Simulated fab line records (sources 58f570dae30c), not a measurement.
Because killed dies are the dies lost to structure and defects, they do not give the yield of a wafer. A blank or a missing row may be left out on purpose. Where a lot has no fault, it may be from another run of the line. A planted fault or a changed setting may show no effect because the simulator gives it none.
Matching of chambers || flow berkeley-cmos170 || UCB170_V2_CMP_02 on cmp-01 has 4 sister chambers
The step polishes SiO2. 16 wafers are shown with their chamber, then 8 later ones without.

EACH WAFER AND ITS CHAMBER
{"wafer": "L892.1", "chamber": 1, "motor-current-A (A)": 16.6, "retaining-ring-pressure-frac": 1.005}
{"wafer": "L892.2", "chamber": 2, "motor-current-A (A)": 18.7, "retaining-ring-pressure-frac": 0.997}
{"wafer": "L892.5", "chamber": 2, "motor-current-A (A)": 18.9, "retaining-ring-pressure-frac": 0.996}
{"wafer": "L894.2", "chamber": 0, "motor-current-A (A)": 15.2, "retaining-ring-pressure-frac": 1.002}
{"wafer": "L894.3", "chamber": 3, "motor-current-A (A)": 16.7, "retaining-ring-pressure-frac": 1.000}
{"wafer": "L894.6", "chamber": 2, "motor-current-A (A)": 19.4, "retaining-ring-pressure-frac": 1.007}
{"wafer": "L896.2", "chamber": 0, "motor-current-A (A)": 15.7, "retaining-ring-pressure-frac": 0.995}
{"wafer": "L896.3", "chamber": 2, "motor-current-A (A)": 18.9, "retaining-ring-pressure-frac": 0.998}
{"wafer": "L896.5", "chamber": 2, "motor-current-A (A)": 19.0, "retaining-ring-pressure-frac": 0.996}
{"wafer": "L897.2", "chamber": 0, "motor-current-A (A)": 16.9, "retaining-ring-pressure-frac": 1.001}
{"wafer": "L897.3", "chamber": 3, "motor-current-A (A)": 16.3, "retaining-ring-pressure-frac": 1.002}
{"wafer": "L897.6", "chamber": 3, "motor-current-A (A)": 16.5, "retaining-ring-pressure-frac": 0.998}
{"wafer": "L900.2", "chamber": 3, "motor-current-A (A)": 16.0, "retaining-ring-pressure-frac": 0.998}
{"wafer": "L900.3", "chamber": 1, "motor-current-A (A)": 16.9, "retaining-ring-pressure-frac": 1.001}
{"wafer": "L900.5", "chamber": 2, "motor-current-A (A)": 18.1, "retaining-ring-pressure-frac": 1.001}
{"wafer": "L904.2", "chamber": 2, "motor-current-A (A)": 18.4, "retaining-ring-pressure-frac": 1.001}

SIGNATURES (averages over the wafers above)
{"reading": "motor-current-A", "chamber 0": 15.933, "chamber 1": 16.750, "chamber 2": 18.771, "chamber 3": 16.375, "scatter within a chamber": 0.493}
{"reading": "retaining-ring-pressure-frac", "chamber 0": 0.99933, "chamber 1": 1.00300, "chamber 2": 0.99943, "chamber 3": 0.99950, "scatter within a chamber": 0.00343}
Rule: a wafer lies at a distance from a chamber equal to the root of the sum of squares, over the readings, of (its reading less the chamber's mean, divided by the reading's scatter). If the next closest chamber is less than 2 further off than the closest, the wafer can't be placed; otherwise it belongs to the closest. The scatter is the square root of a quotient: the sum, over the shown wafers, of each reading's squared deviation from its chamber's mean, divided by wafers minus chambers.

WAFERS MISSING THEIR CHAMBER
{"wafer": "L904.3", "motor-current-A (A)": 17.2, "retaining-ring-pressure-frac": 1.001}
{"wafer": "L904.4", "motor-current-A (A)": 15.7, "retaining-ring-pressure-frac": 0.997}
{"wafer": "L902.1", "motor-current-A (A)": 16.0, "retaining-ring-pressure-frac": 0.998}
{"wafer": "L902.2", "motor-current-A (A)": 18.7, "retaining-ring-pressure-frac": 1.004}
{"wafer": "L902.5", "motor-current-A (A)": 16.1, "retaining-ring-pressure-frac": 1.000}
{"wafer": "L914.3", "motor-current-A (A)": 16.8, "retaining-ring-pressure-frac": 1.003}
{"wafer": "L914.5", "motor-current-A (A)": 15.4, "retaining-ring-pressure-frac": 1.002}
{"wafer": "L914.6", "motor-current-A (A)": 17.3, "retaining-ring-pressure-frac": 1.002}

THE CHAMBER EACH PASSED THROUGH
{"wafer": "L904.3", "from the rows above": "can't be placed: 1 or 3 or 0", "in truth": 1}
{"wafer": "L904.4", "from the rows above": "can't be placed: 0 or 3 or 1", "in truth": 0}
{"wafer": "L902.1", "from the rows above": "can't be placed: 0 or 3 or 1", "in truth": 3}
{"wafer": "L902.2", "from the rows above": 2, "in truth": 2}
{"wafer": "L902.5", "from the rows above": "can't be placed: 0 or 3 or 1", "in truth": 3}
{"wafer": "L914.3", "from the rows above": "can't be placed: 1 or 3 or 0", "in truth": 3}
{"wafer": "L914.5", "from the rows above": "can't be placed: 0 or 3 or 1", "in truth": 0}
{"wafer": "L914.6", "from the rows above": "can't be placed: 1 or 3 or 0 or 2", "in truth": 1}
Correctly placed: 1 of 8. Cannot be placed on the basis of these rows: 7; the candidates contain the true chamber in 7. 0 placed wrongly.
